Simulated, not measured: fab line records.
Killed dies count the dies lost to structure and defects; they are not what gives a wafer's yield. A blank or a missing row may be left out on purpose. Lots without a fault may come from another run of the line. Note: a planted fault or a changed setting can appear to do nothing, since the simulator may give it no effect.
fab line records ; flow berkeleyCmos170 ; part 2 of 2: steps 32 to 43 of 43
[record] lots = 5; wafers = 15; lastDay = 12
route steps=331 shown PLDD@149 NLDD@158 SPACER@171 PSD@175 NSD@187
lots with no fault: from the same line, run without faults
startH: the number of hours between the record's first day and the start of the first shown wafer of the lot ; waitH: hours elapsed since this lot's preceding step ; " same as the row above ; L1.1+2: a single row standing in for several wafers ; - no value, or no start given ; * or withheld: withheld ; < > ~ a bound
route shown NAME@n: names a module that has steps shown in the file, with the first one's number in the route ; usual: mean/standard deviation taken from wafers without a fault ; same: alike in all rows ; chamber/n: place in a boat ; sites: per-site readings ; _std_site: standard deviation of those values ; _edge_site: inner sites' mean taken away from outer sites' mean ; radiusMm: for every site, how far away it sits from the centre of the wafer ; mask NAME#n: copy n ; behind: the most recent tool/chamber to have shaped the wafer ; hold: why the lot went on hold/how many hours it stayed there/how the hold came to an end ; device: the n, p or np transistor that did not switch ; end of line: at the end of the route, the tests of the same wafers ; for a step that has no rows: nothing shown but its recipe ; killed: dies lost to structure and defects at the first sort, not the wafer's yield ; map: dies across one wafer; x = killed, . = not, _ = none there
set.NAME: setting as actually run; set.NAME@STEP: the setting as run at that earlier step ; model.NAME: the simulator's own value behind a step, which no gauge read
certain route steps with their lots: each step a table, each wafer a row
services: the hour from which a tool's chamber was out of use, counted from the record's first day as startH (under 0 if before that day), plus the number of hours and why
[[steps]]
[step UCB170_PSD_DEVELOP_05]
[recipe] developer = TMAH; developTimeS = 45; resist = KrF; devTempC = 21
lot.wafer;tool;chamber;startH;waitH
L081.3+4+5;lithoTrack-03;0;-;-
L082.1+4+5;lithoTrack-01;0;-;-
L086.1+2+5;lithoTrack-04;0;-;-
L091.3+5+6;lithoTrack-01;0;-;-
L092.1+2+3;lithoTrack-04;0;-;-
[step UCB170_PSD_CD_MEAS_06]
[recipe] targetCdNm = 1200
[usual] cdNm = 1200.4/1.4
lot.wafer;tool;chamber;startH;waitH;cdNm
L081.3;cdSem-01;-;198.43;-;1201.1
L081.4;cdSem-01;-;198.43;-;1201.5
L081.5;cdSem-01;-;198.43;-;1201.9
L082.1;cdSem-01;-;207.37;-;1200.6
L082.4;cdSem-01;-;207.37;-;1201.9
L082.5;cdSem-01;-;207.37;-;1201.5
L086.1;cdSem-01;-;232.45;-;1196.8
L086.2;cdSem-01;-;232.45;-;1197.0
L086.5;cdSem-01;-;232.45;-;1198.7
L091.3;cdSem-01;-;258.50;-;1199.4
L091.5;cdSem-01;-;258.50;-;1200.0
L091.6;cdSem-01;-;258.50;-;1197.7
L092.1;cdSem-02;-;258.61;-;1200.0
L092.2;cdSem-02;-;258.61;-;1199.6
L092.3;cdSem-02;-;258.61;-;1199.5
[step UCB170_PSD_OVL_MEAS_07]
[usual] PSD_OVL = 2/5.7
lot.wafer;tool;chamber;startH;waitH;PSD_OVL[nm]
L081.3;overlay-01;-;198.53;0.1;-10
L081.4;overlay-01;-;198.53;0.1;6
L081.5;overlay-01;-;198.53;0.1;-5
L082.1;overlay-02;-;207.49;0.1;3
L082.4;overlay-02;-;207.49;0.1;2
L082.5;overlay-02;-;207.49;0.1;8
L086.1;overlay-01;-;232.57;0.1;10
L086.2;overlay-01;-;232.57;0.1;-3
L086.5;overlay-01;-;232.57;0.1;-4
L091.3;overlay-02;-;258.60;0.1;2
L091.5;overlay-02;-;258.60;0.1;6
L091.6;overlay-02;-;258.60;0.1;-4
L092.1;overlay-01;-;258.73;0.1;5
L092.2;overlay-01;-;258.73;0.1;8
L092.3;overlay-01;-;258.73;0.1;3
[step UCB170_PSD_IMPLANT_08]
[recipe] species = B; doseCm2 = 3e+15; energyKev = 20; tiltDeg = 7
[same] implantIonAmu = 11
lot.wafer;tool;chamber;startH;waitH
L081.3+4+5;implanter-03;0;198.60;0.1
L082.1+4+5;implanter-04;0;207.53;0.0
L086.1+2+5;implanter-02;0;232.60;0.0
L091.3+5+6;implanter-04;0;258.67;0.1
L092.1+2+3;implanter-03;0;258.76;0.0
[step UCB170_PSD_STRIP_09]
[recipe] chemistry = O2; powerW = 400; pressureMtorr = 3500; platenTempC = withheld; o2FlowSccm = 400; overashFraction = 0.5
[usual] drypumpMotorCurrentA = 5.5/0.32; oesProductAu = 0.601/0.0046; stripTimeToEndpointS = 29.43/0.069
lot.wafer;tool;chamber;startH;waitH;drypumpMotorCurrentA;oesProductAu;rfHoursCounterH;stripTimeToEndpointS
L081.3;plasmaAsher-01;0;198.73;0.1;5.6;0.603;-;29.42
L081.4;plasmaAsher-01;1;198.73;0.1;5.1;0.596;-;29.42
L081.5;plasmaAsher-01;0;198.73;0.1;5.7;0.604;-;29.35
L082.1;plasmaAsher-04;1;207.68;0.1;5.1;0.603;50;29.45
L082.4;plasmaAsher-04;1;207.68;0.1;5.1;0.607;-;29.40
L082.5;plasmaAsher-04;0;207.68;0.1;6.0;0.602;-;29.56
L086.1;plasmaAsher-01;0;232.75;0.1;5.7;0.591;13;29.28
L086.2;plasmaAsher-01;1;232.75;0.1;5.1;0.604;13;29.40
L086.5;plasmaAsher-01;0;232.75;0.1;5.7;0.602;-;29.44
L091.3;plasmaAsher-04;0;258.80;0.1;6.0;0.602;-;29.35
L091.5;plasmaAsher-04;0;258.80;0.1;6.0;0.603;-;29.38
L091.6;plasmaAsher-04;1;258.80;0.1;5.1;0.606;-;29.45
L092.1;plasmaAsher-02;0;258.91;0.1;5.5;0.601;46;29.33
L092.2;plasmaAsher-02;1;258.91;0.1;5.4;0.599;46;29.28
L092.3;plasmaAsher-02;1;258.91;0.1;5.4;0.606;-;29.31
[step UCB170_PSD_TW_MEAS_10]
[usual] PSD_TW = 2334/13
lot.wafer;tool;chamber;startH;waitH;PSD_TW
L081.3;filmMetro-03;-;198.82;0.1;2313
L081.4;filmMetro-03;-;198.82;0.1;2330
L081.5;filmMetro-03;-;198.82;0.1;2309
L082.1;filmMetro-04;-;207.78;0.1;2351
L082.4;filmMetro-04;-;207.78;0.1;2346
L082.5;filmMetro-04;-;207.78;0.1;2353
L086.1;filmMetro-01;-;232.85;0.1;2322
L086.2;filmMetro-01;-;232.85;0.1;2322
L086.5;filmMetro-01;-;232.85;0.1;2332
L091.3;filmMetro-04;-;258.89;0.1;2339
L091.5;filmMetro-04;-;258.89;0.1;2343
L091.6;filmMetro-04;-;258.89;0.1;2343
L092.1;filmMetro-01;-;259.01;0.1;2325
L092.2;filmMetro-01;-;259.01;0.1;2330
L092.3;filmMetro-01;-;259.01;0.1;2323
[step UCB170_PSD_CLEAN_11]
[recipe] chemistry = SPM; tempC = 120; timeS = 600
[same] timeS = 600
lot.wafer;tool;chamber;startH;waitH
L081.3+4+5;wetBench-02;0;199.71;0.9
L082.1+4+5;wetBench-03;0;207.84;0.1
L086.1+2+5;wetBench-02;0;233.92;1.1
L091.3+5+6;wetBench-02;0;258.97;0.1
L092.1+2+3;wetBench-02;3;259.32;0.3
[step UCB170_NSD_HMDS_00]
[recipe] primeTimeS = 60; primeTempC = 100
lot.wafer;tool;chamber;startH;waitH
L081.3+4+5;lithoTrack-02;0;199.94;0.1
L082.1+4+5;lithoTrack-02;0;208.10;0.1
L086.1+2+5;lithoTrack-04;0;234.09;0.0
L091.3+5+6;lithoTrack-02;0;259.23;0.1
L092.1+2+3;lithoTrack-04;0;259.87;0.4
[step UCB170_NSD_COAT_01]
[recipe] resist = KrF; spinRpm = 1500; resistThkNm = 900
[usual] spinSpeedRpm = 1500.4/0.92
lot.wafer;tool;chamber;startH;waitH;spinSpeedRpm
L081.3;lithoTrack-02;0;200.09;0.1;1501.3
L081.4;lithoTrack-02;0;200.09;0.1;1500.5
L081.5;lithoTrack-02;0;200.09;0.1;1502.3
L082.1;lithoTrack-02;0;208.25;0.1;1500.9
L082.4;lithoTrack-02;0;208.25;0.1;1501.4
L082.5;lithoTrack-02;0;208.25;0.1;1500.7
L086.1;lithoTrack-04;0;234.24;0.1;1500.6
L086.2;lithoTrack-04;0;234.24;0.1;1500.8
L086.5;lithoTrack-04;0;234.24;0.1;1499.9
L091.3;lithoTrack-02;0;259.38;0.1;1501.7
L091.5;lithoTrack-02;0;259.38;0.1;1499.7
L091.6;lithoTrack-02;0;259.38;0.1;1500.8
L092.1;lithoTrack-04;0;260.02;0.1;1501.0
L092.2;lithoTrack-04;0;260.02;0.1;1500.0
L092.3;lithoTrack-04;0;260.02;0.1;1499.7
[step UCB170_NSD_SOFTBAKE_02]
[recipe] resist = KrF; tempC = 130; timeS = 60
[same] timeS = 60
lot.wafer;tool;chamber;startH;waitH
L081.3+4+5;lithoTrack-02;0;200.24;0.1
L082.1+4+5;lithoTrack-02;0;208.40;0.1
L086.1+2+5;lithoTrack-04;0;234.39;0.1
L091.3+5+6;lithoTrack-02;0;259.53;0.1
L092.1+2+3;lithoTrack-04;0;260.17;0.1
[step UCB170_NSD_EXPOSE_03]
[recipe] maskId = NSELECT_MOD; na = 0.5; sigmaOuter = 0.6; sourceShape = conventional; targetCdNm = 1200; doseMj = 30
[usual] stageVelMmS = 500.01/0.23
lot.wafer;tool;chamber;startH;waitH;mask;stageVelMmS
L081.3;krfScanner-01;0;200.62;0.4;NSELECT_MOD#0;500.00
L081.4;krfScanner-01;0;200.62;0.4;NSELECT_MOD#0;499.95
L081.5;krfScanner-01;0;200.62;0.4;NSELECT_MOD#0;499.89
L082.1;krfScanner-02;0;208.55;0.1;NSELECT_MOD#0;499.99
L082.4;krfScanner-02;0;208.55;0.1;NSELECT_MOD#0;500.23
L082.5;krfScanner-02;0;208.55;0.1;NSELECT_MOD#0;500.20
L086.1;krfScanner-02;0;234.78;0.4;NSELECT_MOD#0;499.91
L086.2;krfScanner-02;0;234.78;0.4;NSELECT_MOD#0;500.27
L086.5;krfScanner-02;0;234.78;0.4;NSELECT_MOD#0;499.79
L091.3;krfScanner-01;0;259.87;0.3;NSELECT_MOD#0;500.28
L091.5;krfScanner-01;0;259.87;0.3;NSELECT_MOD#0;500.38
L091.6;krfScanner-01;0;259.87;0.3;NSELECT_MOD#0;500.20
L092.1;krfScanner-01;0;260.32;0.1;NSELECT_MOD#0;500.03
L092.2;krfScanner-01;0;260.32;0.1;NSELECT_MOD#0;500.17
L092.3;krfScanner-01;0;260.32;0.1;NSELECT_MOD#0;500.02
[step UCB170_NSD_PEB_04]
[recipe] pebTempC = 130; pebTimeS = withheld; resist = KrF
lot.wafer;tool;chamber;startH;waitH
L081.3+4+5;lithoTrack-03;0;200.94;0.3
L082.1+4+5;lithoTrack-03;0;209.03;0.5
L086.1+2+5;lithoTrack-03;0;234.90;0.1
L091.3+5+6;lithoTrack-02;0;260.23;0.3
L092.1+2+3;lithoTrack-02;0;260.45;0.1
[[services]]
tool;chamber;startH;hours;kind
krfScanner-02;0;166.65;-;calibration
implanter-04;-;173.15;2.2;repair
plasmaAsher-02;-;185.16;1.3;repair
rieDiel-01;1;191.04;4.5;repair
rieDiel-03;0;197.82;3.2;repair
krfScanner-01;-;200.76;4.0;pm
rieDiel-03;1;204.97;11.1;repair
pecvd-03;1;205.44;13.3;repair
furnace-02;-;207.68;3.7;pm
krfScanner-01;-;207.81;1.3;pm
implanter-03;-;211.01;3.2;repair
plasmaAsher-01;-;217.24;1.8;repair
implanter-02;-;217.76;9.3;repair
pecvd-02;2;220.25;4.5;repair
wetBench-02;-;224.43;1.4;repair
rieDiel-02;3;227.37;6.4;repair
plasmaAsher-03;-;227.57;1.5;repair
implanter-04;-;229.87;6.6;repair
rieDiel-02;2;229.96;8.2;repair
pecvd-03;-;242.50;14.0;pm
rieDiel-03;-;246.92;0.4;repair
plasmaAsher-01;-;248.27;14.6;pm
implanter-01;-;254.67;2.9;pm
furnace-01;-;256.94;3.3;pm
